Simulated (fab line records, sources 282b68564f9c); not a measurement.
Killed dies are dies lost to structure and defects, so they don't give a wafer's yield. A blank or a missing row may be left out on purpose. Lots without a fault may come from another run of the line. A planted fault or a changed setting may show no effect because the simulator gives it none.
fab line records | flow rit_cmos
record lots=5 wafers=15 last_day=8
route steps=202 shown PWELL@44 WELLDRIVE@50 NWELL@51 NRETRO@53 PRETRO@64 GATE@75 M1@202
lots that met no fault: from a run of the same line without faults
start_h: hours from the record's first day to the start of the lot's first wafer shown | wait_h: hours since the lot's step before | " the same as in the row above | L1.1+2: a row that stands for several wafers | - no value, or no start given | * or withheld: withheld | < > ~ a bound
route shown NAME@n: a module of which the file shows steps, and the number in the route of the first | usual: mean/standard deviation of fault-free wafers | same: alike in all rows | chamber/n: place in a boat | sites: the reading at each site | _std_site: their standard deviation | _edge_site: outer sites' mean less inner sites' | radius_mm: how far each site lies from the wafer's centre | mask NAME#n: copy n | behind: the tool/chamber that last shaped the wafer | hold: why the lot was held/for how many hours/how that ended | device: the transistor (n, p or np) that didn't switch | end of line: the same wafers' tests at the end of the route | a step without rows: its recipe alone | killed: dies lost to structure and defects at the first sort, not the wafer's yield | map: a wafer's dies, x killed, . not, _ none there
set.NAME: the setting as run; set.NAME@STEP: as run at that earlier step | model.NAME: the simulator's own value behind a step, which no gauge read
lots at some steps of the route; a table a step, a row a wafer
services: from which hour (start_h, from the record's first day; less than 0 if before it) a tool's chamber was out of use, for how many hours, and why
## steps
# step RIT_PWELL_DEVELOP_05
# recipe resist=NOVOLAK develop_time_s=68 dev_temp_c=23
# step RIT_PWELL_OVL_MEAS_06
# usual PWELL_OVL=-0.2/1.5
# columns lot.wafer tool chamber start_h wait_h PWELL_OVL[nm]
L231.3 overlay-02 - 60.35 - 0.7
L231.4 " - " " 1.3
L231.5 " - " " -0.4
L232.1 overlay-02 - 64.22 - 1.8
L232.2 " - " " 0.4
L232.4 " - " " -0.6
L237.2 overlay-01 - 89.79 - 1.6
L237.5 " - " " 1.4
L237.6 " - " " 0.3
L246.1 overlay-01 - 134.23 - -1.0
L246.3 " - " " -0.1
L246.5 " - " " -0.7
L247.2 overlay-01 - 138.23 - 0.9
L247.3 " - " " 1.0
L247.5 " - " " -0.6
# step RIT_PWELL_HARDBAKE_07
# recipe resist=NOVOLAK temp_c=140 time_s=120
# step RIT_PWELL_IMPLANT_08
# recipe species=B energy_kev=170 dose_cm2=7.07e+13 tilt_deg=7
# step RIT_PWELL_STRIP_09
# recipe chemistry=O2 time_s=180 resist=NOVOLAK platen_temp_c=withheld power_w=500 pressure_mtorr=4000 o2_flow_sccm=4000
# usual chamber_pressure_mTorr=4000/3.6 drypump_motor_current_A=5.6/0.55
# columns lot.wafer tool chamber start_h wait_h chamber_pressure_mTorr drypump_motor_current_A rf_hours_counter_h
L231.3 plasma_asher-02 1 60.83 0.1 4002 5.1 -
L231.4 " 0 " " 3998 6.5 -
L231.5 " 0 " " 3997 6.5 -
L232.1 plasma_asher-03 0 64.90 0.1 3994 6.0 42
L232.2 " 1 " " 4001 5.7 42
L232.4 " 0 " " 3998 6.0 -
L237.2 plasma_asher-03 1 90.22 0.1 4006 5.7 45
L237.5 " 1 " " 3994 5.7 -
L237.6 " 0 " " 3997 6.1 -
L246.1 plasma_asher-01 0 134.67 0.1 4003 5.1 48
L246.3 " 0 " " 3997 5.1 -
L246.5 " 0 " " 4002 5.1 -
L247.2 plasma_asher-02 0 138.76 0.1 4006 6.5 35
L247.3 " 0 " " 4001 6.5 -
L247.5 " 1 " " 4002 5.1 -
# step RIT_PWELL_TW_MEAS_10
# usual PWELL_TW=960/6
# columns lot.wafer tool chamber start_h wait_h PWELL_TW
L231.3 film_metro-03 - 60.97 0.1 952
L231.4 " - " " 958
L231.5 " - " " 954
L232.1 film_metro-04 - 65.08 0.1 964
L232.2 " - " " 968
L232.4 " - " " 965
L237.2 film_metro-04 - 90.41 0.1 973
L237.5 " - " " 969
L237.6 " - " " 967
L246.1 film_metro-02 - 134.84 0.1 971
L246.3 " - " " 969
L246.5 " - " " 964
L247.2 film_metro-04 - 138.95 0.1 964
L247.3 " - " " 959
L247.5 " - " " 960
# step RIT_WELLDRIVE_ANNEAL_00
# recipe temp_c=1100 time_s=14700 ambient=N2
# step RIT_WELLDRIVE_RS_MEAS_01
# recipe thk_meas_gauge=four-point-probe
# usual NWELL_RS=275.4/0.85
# columns lot.wafer tool chamber start_h wait_h NWELL_RS[ohm/sq]
L231.3 film_metro-04 - 66.13 0.0 274.6
L231.4 " - " " 274.6
L231.5 " - " " 274.5
L232.1 film_metro-02 - 70.47 0.0 275.2
L232.2 " - " " 275.8
L232.4 " - " " 276.1
L237.2 film_metro-04 - 95.90 0.0 274.5
L237.5 " - " " 274.1
L237.6 " - " " 274.7
L246.1 film_metro-04 - 139.99 0.0 275.0
L246.3 " - " " 275.9
L246.5 " - " " 276.2
L247.2 film_metro-03 - 146.17 0.0 275.4
L247.3 " - " " 275.2
L247.5 " - " " 275.8
# step RIT_WELLDRIVE_RS_MEAS_02
# recipe thk_meas_gauge=four-point-probe
# usual PWELL_RS=426.9/1.4
# columns lot.wafer tool chamber start_h wait_h PWELL_RS[ohm/sq]
L231.3 film_metro-04 - 66.25 0.1 426.6
L231.4 " - " " 426.9
L231.5 " - " " 425.6
L232.1 film_metro-02 - 70.59 0.1 425.3
L232.2 " - " " 425.7
L232.4 " - " " 425.7
L237.2 film_metro-04 - 96.02 0.1 427.9
L237.5 " - " " 426.3
L237.6 " - " " 426.1
L246.1 film_metro-04 - 140.11 0.1 427.5
L246.3 " - " " 429.4
L246.5 " - " " 428.1
L247.2 film_metro-03 - 146.29 0.1 427.2
L247.3 " - " " 427.1
L247.5 " - " " 425.6
# step RIT_NRETRO_HMDS_00
# recipe prime_time_s=60 prime_temp_c=140
# step RIT_NRETRO_COAT_01
# recipe resist=NOVOLAK spin_rpm=2000 resist_thk_nm=1300
# step RIT_NRETRO_SOFTBAKE_02
# recipe resist=NOVOLAK temp_c=90 time_s=60
# step RIT_NRETRO_EXPOSE_03
# recipe mask_id=M4 na=0.57 target_cd_nm=43900 dose_mj=250
# same na=0.57
# columns lot.wafer tool chamber start_h wait_h mask
L231.3+4+5 iline_stepper-01 0 66.95 0.2 M4#0
L232.1+2+4 iline_stepper-02 0 71.28 0.2 M4#0
L237.2+5+6 iline_stepper-01 0 96.59 0.1 M5#0
L246.1+3+5 iline_stepper-02 0 140.68 0.1 M4#0
L247.2+3+5 iline_stepper-02 0 146.86 0.1 M4#0
# step RIT_NRETRO_PEB_04
# recipe resist=NOVOLAK temp_c=withheld time_s=withheld
# step RIT_NRETRO_DEVELOP_05
# recipe resist=NOVOLAK develop_time_s=68 dev_temp_c=23
# step RIT_NRETRO_OVL_MEAS_06
# usual NRETRO_OVL=1.2/1.1
# columns lot.wafer tool chamber start_h wait_h NRETRO_OVL[nm]
L231.3 overlay-01 - 67.35 - 0.2
L231.4 " - " " 0.5
L231.5 " - " " 0.2
L232.1 overlay-01 - 71.71 - 2.6
L232.2 " - " " 0.0
L232.4 " - " " 1.8
L237.2 overlay-01 - 97.14 - -
L237.5 " - " " -
L237.6 " - " " -
L246.1 overlay-01 - 141.11 - 0.0
L246.3 " - " " 1.0
L246.5 " - " " 0.9
L247.2 overlay-01 - 147.27 - -0.2
L247.3 " - " " 1.3
L247.5 " - " " 0.0
# step RIT_NRETRO_HARDBAKE_07
# recipe resist=NOVOLAK temp_c=140 time_s=120
# step RIT_NRETRO_IMPLANT_08
# recipe species=P energy_kev=70 dose_cm2=1e+13 tilt_deg=6.84
# step RIT_NRETRO_STRIP_09
# recipe chemistry=O2 time_s=180 resist=NOVOLAK platen_temp_c=withheld power_w=500 pressure_mtorr=4000 o2_flow_sccm=4000
# usual chamber_pressure_mTorr=4000/3.6 drypump_motor_current_A=5.6/0.59
# columns lot.wafer tool chamber start_h wait_h chamber_pressure_mTorr drypump_motor_current_A rf_hours_counter_h
L231.3 plasma_asher-02 1 68.00 0.1 3998 5.1 -
L231.4 " 0 " " 4001 6.5 -
L231.5 " 0 " " 4000 6.4 -
L232.1 plasma_asher-01 0 72.15 0.1 4002 5.1 42
L232.2 " 1 " " 4000 5.2 42
L232.4 " 1 " " 3997 5.2 -
L237.2 plasma_asher-02 1 97.57 0.1 3999 5.1 31
L237.5 " 0 " " 3996 6.5 -
L237.6 " 1 " " 3999 5.1 -
L246.1 plasma_asher-01 0 141.54 0.1 4002 5.1 49
L246.3 " 1 " " 3998 5.2 -
L246.5 " 0 " " 4002 5.1 -
L247.2 plasma_asher-04 0 147.70 0.1 4001 5.8 3
L247.3 " 0 " " 4001 5.8 -
L247.5 " 1 " " 3996 6.4 -
# step RIT_NRETRO_TW_MEAS_10
# usual NRETRO_TW=1049/9.4
# columns lot.wafer tool chamber start_h wait_h NRETRO_TW
L231.3 film_metro-01 - 68.14 0.1 1045
L231.4 " - " " 1049
L231.5 " - " " 1040
L232.1 film_metro-01 - 72.32 0.1 1038
L232.2 " - " " 1033
L232.4 " - " " 1040
L237.2 film_metro-03 - 97.76 0.1 30
L237.5 " - " " 30
L237.6 " - " " 30
L246.1 film_metro-02 - 141.72 0.1 1058
L246.3 " - " " 1063
L246.5 " - " " 1062
L247.2 film_metro-01 - 147.89 0.1 1038
L247.3 " - " " 1042
L247.5 " - " " 1043
# step RIT_PRETRO_HMDS_00
# recipe prime_time_s=60 prime_temp_c=140
# step RIT_PRETRO_COAT_01
# recipe resist=NOVOLAK spin_rpm=1987 resist_thk_nm=1300
# step RIT_PRETRO_SOFTBAKE_02
# recipe resist=NOVOLAK temp_c=90 time_s=60
# step RIT_PRETRO_EXPOSE_03
# recipe mask_id=M5 na=0.57 target_cd_nm=43700 dose_mj=250
# step RIT_PRETRO_PEB_04
# recipe resist=NOVOLAK temp_c=withheld time_s=withheld
# step RIT_PRETRO_DEVELOP_05
# recipe resist=NOVOLAK develop_time_s=68 dev_temp_c=23
# step RIT_PRETRO_OVL_MEAS_06
# usual PRETRO_OVL=0.5/1.5
# columns lot.wafer tool chamber start_h wait_h PRETRO_OVL[nm]
L231.3 overlay-02 - 69.07 - -0.4
L231.4 " - " " -1.1
L231.5 " - " " 0.9
L232.1 overlay-01 - 73.26 - 0.4
L232.2 " - " " 1.8
L232.4 " - " " 0.3
L237.2 overlay-01 - 98.69 - 1.9
L237.5 " - " " -0.4
L237.6 " - " " 0.9
L246.1 overlay-01 - 142.72 - -1.4
L246.3 " - " " -0.9
L246.5 " - " " -1.3
L247.2 overlay-02 - 148.82 - 0.1
L247.3 " - " " 0.7
L247.5 " - " " -0.4
# step RIT_PRETRO_HARDBAKE_07
# recipe resist=NOVOLAK temp_c=140 time_s=120
# step RIT_PRETRO_IMPLANT_08
# recipe species=B energy_kev=45 dose_cm2=1.2e+13 tilt_deg=7
# step RIT_PRETRO_STRIP_09
# recipe chemistry=O2 time_s=180 resist=NOVOLAK platen_temp_c=withheld power_w=500 pressure_mtorr=4000 o2_flow_sccm=4000
# usual chamber_pressure_mTorr=4000/3.7 drypump_motor_current_A=5.7/0.47
# columns lot.wafer tool chamber start_h wait_h chamber_pressure_mTorr drypump_motor_current_A rf_hours_counter_h
L231.3 plasma_asher-04 1 69.55 0.1 3998 6.4 -
L231.4 " 0 " " 3994 5.8 -
L231.5 " 0 " " 4002 5.8 -
L232.1 plasma_asher-03 0 73.70 0.1 3994 6.1 43
L232.2 " 1 " " 3996 5.7 43
L232.4 " 0 " " 3997 6.1 -
L237.2 plasma_asher-01 1 99.12 0.1 3998 5.1 45
L237.5 " 1 " " 3996 5.2 -
L237.6 " 0 " " 3998 5.1 -
L246.1 plasma_asher-03 0 143.16 0.1 4001 6.1 51
L246.3 " 0 " " 4004 6.0 -
L246.5 " 1 " " 3996 5.7 -
L247.2 plasma_asher-01 1 149.25 0.1 3994 5.2 50
L247.3 " 0 " " 3998 5.1 -
L247.5 " 0 " " 4007 5.0 -
# step RIT_PRETRO_TW_MEAS_10
# usual PRETRO_TW=477/3.8
# columns lot.wafer tool chamber start_h wait_h PRETRO_TW
L231.3 film_metro-01 - 69.69 0.1 471
L231.4 " - " " 471
L231.5 " - " " 471
L232.1 film_metro-04 - 73.87 0.1 484
L232.2 " - " " 483
L232.4 " - " " 482
L237.2 film_metro-04 - 99.31 0.1 1086
L237.5 " - " " 1078
L237.6 " - " " 1081
L246.1 film_metro-02 - 143.33 0.1 480
L246.3 " - " " 482
L246.5 " - " " 480
L247.2 film_metro-02 - 149.44 0.1 479
L247.3 " - " " 481
L247.5 " - " " 478
# step RIT_GATE_WET_ETCH_00
# recipe chemistry=BOE target=SiO2 target_depth_nm=56 time_s=60 dry=n2_spin dilution=10:1 temp_c=21.5
# step RIT_M1_PROBE_99
# usual killed_at_contacts=0.1/0.23 killed_at_front_end=7/3 killed_dies=7/3 killed_on_rim=2.0/1.2 killed_open=3.3/2.1 killed_short=3.7/1.9
# same gross_dies=264 killed_at_M0_to_M3=0 killed_at_M4_up=0 killed_at_back_side=0 killed_at_other=0
# columns lot.wafer tool chamber start_h wait_h killed_at_contacts killed_at_front_end killed_dies killed_on_rim killed_open killed_short
L232.1 prober-02 - 100.80 0.1 0 5 5 1 2 3
L232.2 prober-02 - 100.85 0.1 0 4 4 3 0 4
L232.4 prober-02 - 100.95 0.2 0 3 3 0 1 2
L237.2 prober-01 - 127.59 0.1 0 264 264 70 2 2
L237.5 prober-01 - 127.74 0.2 0 264 264 70 1 4
L237.6 prober-01 - 127.79 0.2 1 263 264 70 3 2
L246.1 prober-02 - 180.26 0.1 0 11 11 2 6 5
L246.3 prober-02 - 180.36 0.2 0 13 13 3 9 4
L246.5 prober-02 - 180.46 0.2 0 2 2 1 2 0
# killed by level:class
L232.1 FOX1:geometric_particle:open=1 FOX1:geometric_particle:short=1 GATE:geometric_particle:open=1 GATE:geometric_particle:short=1 SPACER:geometric_particle:short=1
L232.2 GATE:geometric_particle:short=2 FOX1:geometric_particle:short=1 FOX2:geometric_particle:short=1
L232.4 GATE:geometric_particle:short=1 SPACER:geometric_particle:open=1 SPACER:geometric_particle:short=1
L237.2 NRETRO:area_expose=260 GATE:geometric_particle:short=1 GATE:geometric_particle:open=1 REOX:geometric_particle:open=1 SPACER:geometric_particle:short=1
L237.5 NRETRO:area_expose=259 SPACER:geometric_particle:short=2 GATE:geometric_particle:short=1 SILICIDE:geometric_particle:short=1 SILICIDE:geometric_particle:open=1
L237.6 NRETRO:area_expose=259 FOX1:geometric_particle:short=2 GATE:geometric_particle:open=1 SILICIDE:geometric_particle:open=1 CONTACT:geometric_particle:open=1
L246.1 FOX1:geometric_particle:open=2 GATE:geometric_particle:short=2 GATE:geometric_particle:open=2 FOX1:geometric_particle:short=1 REOX:geometric_particle:open=1 REOX:geometric_particle:short=1 SPACER:geometric_particle:short=1 SILICIDE:geometric_particle:open=1
L246.3 GATE:geometric_particle:open=5 FOX1:geometric_particle:open=2 SPACER:geometric_particle:short=2 FOX1:geometric_particle:short=1 GATE:geometric_particle:short=1 SPACER:geometric_particle:open=1 SILICIDE:geometric_particle:open=1
L246.5 FOX1:geometric_particle:open=1 REOX:geometric_particle:open=1
# map L237.2 (x killed, . not)
________xxxxxxx_______
_____xxxxxxxxxxxxx____
____xxxxxxxxxxxxxxx___
___xxxxxxxxxxxxxxxxx__
__xxxxxxxxxxxxxxxxxxx_
__xxxxxxxxxxxxxxxxxxx_
_xxxxxxxxxxxxxxxxxxxxx
_xxxxxxxxxxxxxxxxxxxxx
_xxxxxxxxxxxxxxxxxxxxx
_xxxxxxxxxxxxxxxxxxxxx
__xxxxxxxxxxxxxxxxxxx_
__xxxxxxxxxxxxxxxxxxx_
___xxxxxxxxxxxxxxxxx__
____xxxxxxxxxxxxxxx___
_____xxxxxxxxxxxxx____
________xxxxxxx_______
# map L231.4 (x killed, . not)
________..x...._______
_____.........x.x.____
____...............___
___....x............__
__..................._
__..................._
_..x..................
_............x........
_.....................
_.....................
__..........x........_
__............x......_
___........x.......x__
____...............___
_____.............____
________......._______
## services
# columns tool chamber start_h hours kind
plasma_asher-01 - 74.82 4.1 repair
iline_stepper-02 - 106.63 9.2 repair
plasma_asher-04 - 108.75 9.0 pm
plasma_asher-04 0 108.75 9.0 vent_cycle
plasma_asher-04 1 108.75 9.0 vent_cycle
plasma_asher-02 - 114.45 7.6 repair
iline_stepper-01 0 116.15 - calibration
plasma_asher-04 0 117.75 - clean
plasma_asher-04 1 117.75 - clean
## key
first_sign step=RIT_NRETRO_EXPOSE_03 reading=mask direction=changed
effect step=RIT_NRETRO_OVL_MEAS_06 reading=NRETRO_OVL direction=missing
effect step=RIT_NRETRO_TW_MEAS_10 reading=NRETRO_TW direction=down sigmas=99+ usual=1049 struck=30
effect step=RIT_PRETRO_TW_MEAS_10 reading=PRETRO_TW direction=up sigmas=99+ usual=477 struck=1082
effect step=RIT_M1_PROBE_99 reading=killed_at_front_end direction=up sigmas=85 usual=7 struck=264
more_kills_born_at RIT_NRETRO_EXPOSE_03@iline_stepper-01=778
met_at RIT_NRETRO_EXPOSE_03
struck_wafers L237.2,L237.5,L237.6
tester_left_out L237
onset_between 66.95 96.59
fault kind=wrong_mask tool=any chamber=- onset_h=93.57 steps=RIT_NRETRO_EXPOSE_03 aux_copy=M5#0 scope=struck_lots_only
# tester_left_out: of these lots the tester's yield and bins aren't shown, on N5 and GAA mostly nor the transistor test; their killed dies are dies lost to structure and defects alone, not to doping, threshold or leakage, so they don't give the yield
